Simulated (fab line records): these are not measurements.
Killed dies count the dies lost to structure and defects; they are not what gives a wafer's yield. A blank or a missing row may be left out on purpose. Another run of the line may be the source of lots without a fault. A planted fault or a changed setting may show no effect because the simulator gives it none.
fab line records	flow ritCmos
[record] lots = 15	wafers = 45	lastDay = 7
route steps=202 shown FOX1@20 NWELL@37 PWELL@49 GATE@93 M1@202
lots that met no fault: taken from a fault-free run of the same line
startH: hours from the record's opening day to when the first of the lot's shown wafers began	waitH: time in hours since the lot's previous step	" unchanged from the row above	L1.1+2: a row that stands for several wafers	- no value present, or no start provided	* or withheld: withheld	< > ~ a bound
route shown NAME@n: names a module that has steps shown in the file, with the first one's number in the route	usual: the fault-free wafers' mean and standard deviation	same: alike in all rows	chamber/n: place in a boat	sites: readings site by site	_std_site: standard deviation of those values	_edge_site: outer sites' mean less inner sites'	radiusMm: how far each site lies from the wafer's centre	mask NAME#n: copy n	behind: the most recent tool/chamber to have shaped the wafer	hold: what put the lot on hold/how long, in hours/how the hold closed	device: names the non-switching transistor (n, p or np)	end of line: tests of these same wafers at the route's end	step lacking rows: just its recipe	killed: the dies lost at the first sort to structure and to defects; this is not the yield of the wafer	map: a wafer's dies, marking killed ones x, the rest . and places with no die _
set.NAME: the setting that was run; set.NAME@STEP: the one run at that earlier step	model.NAME: the simulator's own value behind a step, which no gauge read
route steps across a sampled set of lots; one table per step, one row per wafer
services: a tool's chamber out of use, with start hour (startH, from the record's first day; less than 0 if before it), hours out, and reason
[[steps]]
[step RIT_FOX1_OXIDATION_00]
[recipe] tempC = 1100	ambient = H2O	targetThkA = 3507	pH2oTorr = 720	oxTimeS = 1130
[usual] oxTimeS = 1130/0	tube_center_temp_C_max = 1102.9/0.45
lot.wafer	tool	chamber	startH	waitH	oxTimeS	tube_center_temp_C_max
L341.1	furnace-03	0	15.86	0.2	1130	1102.7
L341.2	"	0	"	"	1130	1103.4
L341.4	"	0	"	"	1130	1102.3
L342.1	furnace-01	0	20.51	0.0	1130	1103.0
L342.2	"	0	"	"	1130	1102.8
L342.6	"	0	"	"	1130	1102.9
L343.3	furnace-04	0	25.50	0.0	1130	1102.9
L343.5	"	0	"	"	1130	1102.6
L343.6	"	0	"	"	1130	1102.8
L344.2	furnace-04	0	30.63	0.0	1130	1102.8
L344.4	"	0	"	"	1130	1102.5
L344.6	"	0	"	"	1130	1102.7
L346.1	furnace-03	0	42.99	1.4	1130	1103.0
L346.2	"	0	"	"	1130	1103.6
L346.4	"	0	"	"	1130	1103.1
L347.2	furnace-04	0	47.36	0.4	1130	1102.9
L347.5	"	0	"	"	1130	1102.3
L347.6	"	0	"	"	1130	1102.3
L348.2	furnace-01	0	52.05	0.4	1130	1102.7
L348.3	"	0	"	"	1130	1102.6
L348.6	"	0	"	"	1130	1103.4
L349.4	furnace-03	0	55.69	0.2	508.5	1102.6
L349.5	"	0	"	"	508.5	1102.5
L349.6	"	0	"	"	508.5	1103.1
L351.1	furnace-03	0	67.33	1.8	508.5	1102.9
L351.2	"	0	"	"	508.5	1102.5
L351.6	"	0	"	"	508.5	1103.1
L352.1	furnace-03	0	72.69	0.9	508.5	1102.6
L352.4	"	0	"	"	508.5	1103.1
L352.5	"	0	"	"	508.5	1102.8
L356.1	furnace-01	0	92.30	1.1	1130	1103.1
L356.3	"	0	"	"	1130	1102.7
L356.4	"	0	"	"	1130	1102.4
L359.2	furnace-01	0	106.30	0.0	1130	1103.0
L359.4	"	0	"	"	1130	1102.1
L359.5	"	0	"	"	1130	1102.6
L361.1	furnace-01	0	116.11	0.4	1130	1103.0
L361.2	"	0	"	"	1130	1102.9
L361.5	"	0	"	"	1130	1102.4
L362.2	furnace-04	0	120.56	0.0	1130	1103.0
L362.3	"	0	"	"	1130	1103.3
L362.5	"	0	"	"	1130	1102.7
L364.1	furnace-01	0	130.63	0.0	1130	1102.6
L364.3	"	0	"	"	1130	1102.8
L364.5	"	0	"	"	1130	1103.2
[step RIT_FOX1_THK_MEAS_01]
[recipe] reads = SiO2_of_FOX1_OXIDATION_00
[usual] FOX1_OXIDE_THK = 349/7.5
lot.wafer	tool	chamber	startH	waitH	FOX1_OXIDE_THK[nm]
L341.1	filmMetro-03	-	17.17	0.0	348
L341.2	"	-	"	"	345
L341.4	"	-	"	"	347
L342.1	filmMetro-03	-	21.82	0.0	336
L342.2	"	-	"	"	341
L342.6	"	-	"	"	339
L343.3	filmMetro-02	-	26.84	0.0	344
L343.5	"	-	"	"	356
L343.6	"	-	"	"	347
L344.2	filmMetro-03	-	31.95	0.0	349
L344.4	"	-	"	"	352
L344.6	"	-	"	"	353
L346.1	filmMetro-02	-	44.30	0.0	332
L346.2	"	-	"	"	336
L346.4	"	-	"	"	338
L347.2	filmMetro-03	-	48.69	0.0	347
L347.5	"	-	"	"	348
L347.6	"	-	"	"	344
L348.2	filmMetro-04	-	53.38	0.0	353
L348.3	"	-	"	"	365
L348.6	"	-	"	"	355
L349.4	filmMetro-04	-	57.04	0.0	207
L349.5	"	-	"	"	208
L349.6	"	-	"	"	214
L351.1	filmMetro-02	-	68.64	0.0	208
L351.2	"	-	"	"	194
L351.6	"	-	"	"	202
L352.1	filmMetro-02	-	74.01	0.0	209
L352.4	"	-	"	"	208
L352.5	"	-	"	"	210
L356.1	filmMetro-04	-	93.62	0.0	348
L356.3	"	-	"	"	354
L356.4	"	-	"	"	350
L359.2	filmMetro-03	-	107.62	0.0	355
L359.4	"	-	"	"	360
L359.5	"	-	"	"	356
L361.1	filmMetro-02	-	117.43	0.0	354
L361.2	"	-	"	"	356
L361.5	"	-	"	"	359
L362.2	filmMetro-03	-	121.89	0.0	348
L362.3	"	-	"	"	353
L362.5	"	-	"	"	355
L364.1	filmMetro-03	-	131.95	0.0	351
L364.3	"	-	"	"	355
L364.5	"	-	"	"	351
[step RIT_NWELL_STRIP_09]
[recipe] chemistry = O2	timeS = 180	resist = NOVOLAK	platenTempC = withheld	powerW = 500	pressureMtorr = 4000	o2FlowSccm = 4000
[usual] drypumpMotorCurrentA = 6.0/0.39
lot.wafer	tool	chamber	startH	waitH	drypumpMotorCurrentA	rfHoursCounterH
L341.1	plasmaAsher-04	1	21.14	0.1	5.5	24
L341.2	"	0	"	"	6.8	24
L341.4	"	1	"	"	5.5	-
L342.1	plasmaAsher-04	1	25.69	0.1	5.5	24
L342.2	"	0	"	"	6.8	24
L342.6	"	0	"	"	6.8	-
L343.3	plasmaAsher-04	0	30.62	0.1	6.7	-
L343.5	"	1	"	"	5.5	-
L343.6	"	0	"	"	6.7	-
L344.2	plasmaAsher-02	0	35.80	0.1	6.0	38
L344.4	"	1	"	"	5.8	-
L344.6	"	0	"	"	6.0	-
L346.1	plasmaAsher-02	0	48.11	0.1	5.9	40
L346.2	"	1	"	"	5.8	40
L346.4	"	1	"	"	5.8	-
L347.2	plasmaAsher-02	1	52.76	0.1	5.8	40
L347.5	"	1	"	"	5.7	-
L347.6	"	0	"	"	6.0	-
L348.2	plasmaAsher-02	0	57.52	0.1	6.0	41
L348.3	"	0	"	"	6.0	-
L348.6	"	0	"	"	6.0	-
L349.4	plasmaAsher-02	1	60.93	0.1	5.8	-
L349.5	"	1	"	"	5.8	-
L349.6	"	0	"	"	6.0	-
L351.1	plasmaAsher-03	0	73.19	0.1	5.9	43
L351.2	"	1	"	"	6.3	43
L351.6	"	0	"	"	5.9	-
L352.1	plasmaAsher-02	1	77.77	0.1	5.8	43
L352.4	"	0	"	"	6.0	-
L352.5	"	0	"	"	6.0	-
L356.1	plasmaAsher-03	0	97.96	0.1	5.9	46
L356.3	"	1	"	"	6.2	-
L356.4	"	0	"	"	5.9	-
L359.2	plasmaAsher-04	1	111.36	0.1	5.5	33
L359.4	"	1	"	"	5.5	-
L359.5	"	0	"	"	6.8	-
L361.1	plasmaAsher-04	0	121.46	0.1	6.8	35
L361.2	"	1	"	"	5.5	35
L361.5	"	1	"	"	5.5	-
L362.2	plasmaAsher-03	0	125.90	0.1	5.9	50
L362.3	"	1	"	"	6.3	-
L362.5	"	1	"	"	6.3	-
L364.1	plasmaAsher-02	0	135.85	0.1	6.0	51
L364.3	"	1	"	"	5.7	-
L364.5	"	0	"	"	5.9	-
[step RIT_PWELL_TW_MEAS_10]
[usual] PWELL_TW = 937/7.5
lot.wafer	tool	chamber	startH	waitH	PWELL_TW
L341.1	filmMetro-01	-	22.87	0.1	932
L341.2	"	-	"	"	933
L341.4	"	-	"	"	934
L342.1	filmMetro-02	-	27.56	0.1	946
L342.2	"	-	"	"	945
L342.6	"	-	"	"	942
L343.3	filmMetro-04	-	32.31	0.1	928
L343.5	"	-	"	"	927
L343.6	"	-	"	"	932
L344.2	filmMetro-04	-	37.81	0.1	927
L344.4	"	-	"	"	930
L344.6	"	-	"	"	931
L346.1	filmMetro-04	-	49.96	0.1	938
L346.2	"	-	"	"	941
L346.4	"	-	"	"	949
L347.2	filmMetro-02	-	54.50	0.1	944
L347.5	"	-	"	"	940
L347.6	"	-	"	"	939
L348.2	filmMetro-02	-	59.38	0.1	941
L348.3	"	-	"	"	944
L348.6	"	-	"	"	941
L349.4	filmMetro-02	-	62.75	0.1	941
L349.5	"	-	"	"	942
L349.6	"	-	"	"	943
L351.1	filmMetro-04	-	74.92	0.1	933
L351.2	"	-	"	"	937
L351.6	"	-	"	"	930
L352.1	filmMetro-01	-	79.76	0.1	926
L352.4	"	-	"	"	928
L352.5	"	-	"	"	928
L356.1	filmMetro-02	-	99.68	0.1	948
L356.3	"	-	"	"	950
L356.4	"	-	"	"	952
L359.2	filmMetro-04	-	113.23	0.1	932
L359.4	"	-	"	"	933
L359.5	"	-	"	"	932
L361.1	filmMetro-04	-	123.19	0.1	932
L361.2	"	-	"	"	933
L361.5	"	-	"	"	935
L362.2	filmMetro-02	-	127.64	0.1	953
L362.3	"	-	"	"	949
L362.5	"	-	"	"	949
L364.1	filmMetro-04	-	137.57	0.1	939
L364.3	"	-	"	"	934
L364.5	"	-	"	"	938
[step RIT_GATE_OVL_MEAS_17]
[usual] GATE_OVL = 0.5/1.6
lot.wafer	tool	chamber	startH	waitH	GATE_OVL[nm]
L341.1	overlay-01	-	37.04	0.1	0.8
L341.2	"	-	"	"	-1.0
L341.4	"	-	"	"	2.2
L342.1	overlay-01	-	42.35	0.1	0.7
L342.2	"	-	"	"	0.0
L342.6	"	-	"	"	1.0
L343.3	overlay-01	-	45.67	0.1	2.3
L343.5	"	-	"	"	2.9
L343.6	"	-	"	"	2.2
L344.2	overlay-02	-	52.16	0.1	1.1
L344.4	"	-	"	"	-0.7
L344.6	"	-	"	"	0.6
L346.1	overlay-02	-	66.30	0.1	1.4
L346.2	"	-	"	"	4.3
L346.4	"	-	"	"	3.7
L347.2	overlay-01	-	72.51	0.1	-1.0
L347.5	"	-	"	"	-1.7
L347.6	"	-	"	"	-1.5
L348.2	overlay-01	-	73.98	0.1	2.1
L348.3	"	-	"	"	0.7
L348.6	"	-	"	"	1.8
L349.4	overlay-01	-	76.98	0.1	-0.5
L349.5	"	-	"	"	-1.0
L349.6	"	-	"	"	-1.3
L351.1	overlay-02	-	88.82	0.1	2.3
L351.2	"	-	"	"	2.4
L351.6	"	-	"	"	0.9
L352.1	overlay-01	-	95.01	0.1	-0.4
L352.4	"	-	"	"	2.5
L352.5	"	-	"	"	2.1
L356.1	overlay-02	-	114.90	0.1	1.5
L356.3	"	-	"	"	2.8
L356.4	"	-	"	"	1.4
L359.2	overlay-02	-	127.81	0.1	-0.9
L359.4	"	-	"	"	-0.1
L359.5	"	-	"	"	0.0
L361.1	overlay-01	-	136.32	0.1	0.9
L361.2	"	-	"	"	0.5
L361.5	"	-	"	"	1.4
L362.2	overlay-01	-	142.46	0.1	-1.6
L362.3	"	-	"	"	-0.7
L362.5	"	-	"	"	-0.7
L364.1	overlay-02	-	151.84	0.1	-1.3
L364.3	"	-	"	"	-1.0
L364.5	"	-	"	"	1.7
[step RIT_M1_PROBE_99]
[usual] killed_at_M0_to_M3 = 0.0/0.18	killedAtContacts = 0.1/0.38	killedAtFrontEnd = 6.9/2.9	killedDies = 7.1/3	killedOpen = 3.5/2.1	killedShort = 3.5/2
[same] grossDies = 264	killed_at_M4_up = 0	killedAtBackSide = 0	killedAtOther = 0
lot.wafer	tool	chamber	startH	waitH	killed_at_M0_to_M3	killedAtContacts	killedAtFrontEnd	killedDies	killedOpen	killedShort
L349.4	prober-01	-	98.90	0.2	0	0	7	7	3	4
L349.5	prober-01	-	98.95	0.2	0	0	8	8	4	4
L349.6	prober-01	-	99.00	0.2	0	0	9	9	4	5
L351.1	prober-01	-	109.20	0.1	0	0	10	10	5	5
L351.2	prober-01	-	109.25	0.1	0	1	6	7	5	2
L351.6	prober-01	-	109.45	0.2	0	0	4	4	4	0
L352.1	prober-02	-	116.23	0.1	0	0	1	1	1	0
L352.4	prober-02	-	116.38	0.2	1	0	6	7	2	5
L352.5	prober-02	-	116.43	0.2	0	0	4	4	1	3
L356.1	prober-02	-	136.68	0.1	1	0	6	7	1	5
L356.3	prober-02	-	136.78	0.2	0	1	4	5	4	1
L356.4	prober-02	-	136.83	0.2	0	0	6	6	3	3
L359.2	prober-01	-	147.94	0.1	0	0	6	6	2	4
L359.4	prober-01	-	148.04	0.2	0	0	7	7	5	2
L359.5	prober-01	-	148.09	0.2	1	0	9	10	1	9
L361.1	prober-01	-	156.48	0.1	0	0	6	6	3	3
L361.2	prober-01	-	156.53	0.1	0	0	5	5	2	2
L361.5	prober-01	-	156.68	0.2	0	0	6	6	2	3
L362.2	prober-02	-	162.55	0.1	0	0	4	4	1	3
L362.3	prober-02	-	162.60	0.2	0	1	3	4	3	1
L362.5	prober-02	-	162.70	0.2	0	0	3	3	0	3
// killed by level:class
L349.4 FOX1:geometricParticle:short=1 FOX1:geometricParticle:open=1 FOX2:geometricParticle:short=1 GATE:geometricParticle:open=1 SPACER:geometricParticle:short=1 SILICIDE:geometricParticle:open=1 SILICIDE:geometricParticle:short=1
L349.5 GATE:geometricParticle:open=3 GATE:geometricParticle:short=2 FOX1:geometricParticle:open=1 FOX1:geometricParticle:short=1 REOX:geometricParticle:short=1
L349.6 FOX2:geometricParticle:short=2 GATE:geometricParticle:short=2 FOX1:geometricParticle:open=1 FOX1:geometricParticle:short=1 GATE:geometricParticle:open=1 SPACER:geometricParticle:open=1 SILICIDE:geometricParticle:open=1
L351.1 FOX1:geometricParticle:open=2 SPACER:geometricParticle:open=2 FOX1:geometricParticle:short=1 GATE:geometricParticle:short=1 REOX:geometricParticle:short=1 SPACER:geometricParticle:short=1 SILICIDE:geometricParticle:short=1 SILICIDE:geometricParticle:open=1
L351.2 REOX:geometricParticle:open=3 GATE:geometricParticle:open=2 REOX:geometricParticle:short=1 CONTACT:geometricParticle:short=1
L351.6 GATE:geometricParticle:open=2 REOX:geometricParticle:open=1 SILICIDE:geometricParticle:open=1
L352.1 FOX1:geometricParticle:open=1
L352.4 SPACER:geometricParticle:short=2 SILICIDE:geometricParticle:short=2 FOX1:geometricParticle:open=1 SILICIDE:geometricParticle:open=1 M1:geometricParticle:short=1
L352.5 GATE:geometricParticle:short=2 GATE:geometricParticle:open=1 SILICIDE:geometricParticle:short=1
L356.1 FOX1:geometricParticle:short=2 FOX1:geometricParticle:open=1 GATE:geometricParticle:short=1 SPACER:geometricParticle:short=1 SILICIDE:geometricParticle:short=1 M1:coatMicrobubblePrinted=1
L356.3 GATE:geometricParticle:open=2 FOX1:geometricParticle:short=1 SILICIDE:geometricParticle:open=1 CONTACT:geometricParticle:open=1
L356.4 FOX1:geometricParticle:short=1 GATE:geometricParticle:open=1 GATE:geometricParticle:short=1 REOX:geometricParticle:open=1 REOX:geometricParticle:short=1 SILICIDE:geometricParticle:open=1
L359.2 SPACER:geometricParticle:short=2 FOX1:geometricParticle:open=1 FOX2:geometricParticle:short=1 SPACER:geometricParticle:open=1 SILICIDE:geometricParticle:short=1
L359.4 REOX:geometricParticle:open=2 SPACER:geometricParticle:open=2 ACTIVE:geometricParticle:short=1 FOX1:geometricParticle:open=1 GATE:geometricParticle:short=1
L359.5 SPACER:geometricParticle:short=4 SILICIDE:geometricParticle:short=3 FOX2:geometricParticle:short=1 GATE:geometricParticle:short=1 M1:geometricParticle:open=1
L361.1 GATE:geometricParticle:short=3 SILICIDE:geometricParticle:open=2 SPACER:geometricParticle:open=1
L361.2 SPACER:geometricParticle:open=2 GATE:geometricParticle:short=1 SILICIDE:geometricParticle:short=1 PRETRO:coatMicrobubblePrinted=1
L361.5 FOX1:geometricParticle:short=2 FOX1:geometricParticle:open=1 GATE:geometricParticle:open=1 GATE:geometricParticle:short=1 PRETRO:coatMicrobubblePrinted=1
L362.2 FOX1:geometricParticle:short=1 GATE:geometricParticle:short=1 SPACER:geometricParticle:short=1 SILICIDE:geometricParticle:open=1
L362.3 REOX:geometricParticle:open=2 GATE:geometricParticle:open=1 CONTACT:geometricParticle:short=1
L362.5 FOX2:geometricParticle:short=1 REOX:geometricParticle:short=1 SILICIDE:geometricParticle:short=1
[[services]]
tool	chamber	startH	hours	kind
furnace-03	-	-4.06	2.2	pm
plasmaAsher-03	-	45.70	3.9	repair
furnace-01	-	61.05	20.9	pm
plasmaAsher-04	-	67.36	4.3	pm
furnace-01	-	81.95	3.4	pm
[[key]]
[firstSign] step = RIT_FOX1_OXIDATION_00	reading = oxTimeS	direction = down	sigmas = 99+	usual = *	struck = *
[effect] step = RIT_FOX1_THK_MEAS_01	reading = FOX1_OXIDE_THK	direction = down	sigmas = 19	usual = 349	struck = 207
metAt RIT_FOX1_OXIDATION_00
struckLots L349,L351,L352
testerLeftOut L349,L351,L352
notActingAt RIT_NWELL_STRIP_09,RIT_PWELL_TW_MEAS_10,RIT_GATE_OVL_MEAS_17
onsetBetween 42.99 55.69
[fault] kind = processParameterDrift	tool = furnace-03	chamber = -	onsetH = 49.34	steps = RIT_FOX1_OXIDATION_00	channel = oxTimeS	offset = *	shape = step	endH = 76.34	actsIn = *	stated = *
// testerLeftOut: of these lots the tester's yield and bins aren't shown, on N5 and GAA mostly nor the transistor test; their killed dies are dies lost to structure and defects alone, not to doping, threshold or leakage, so they don't give the yield
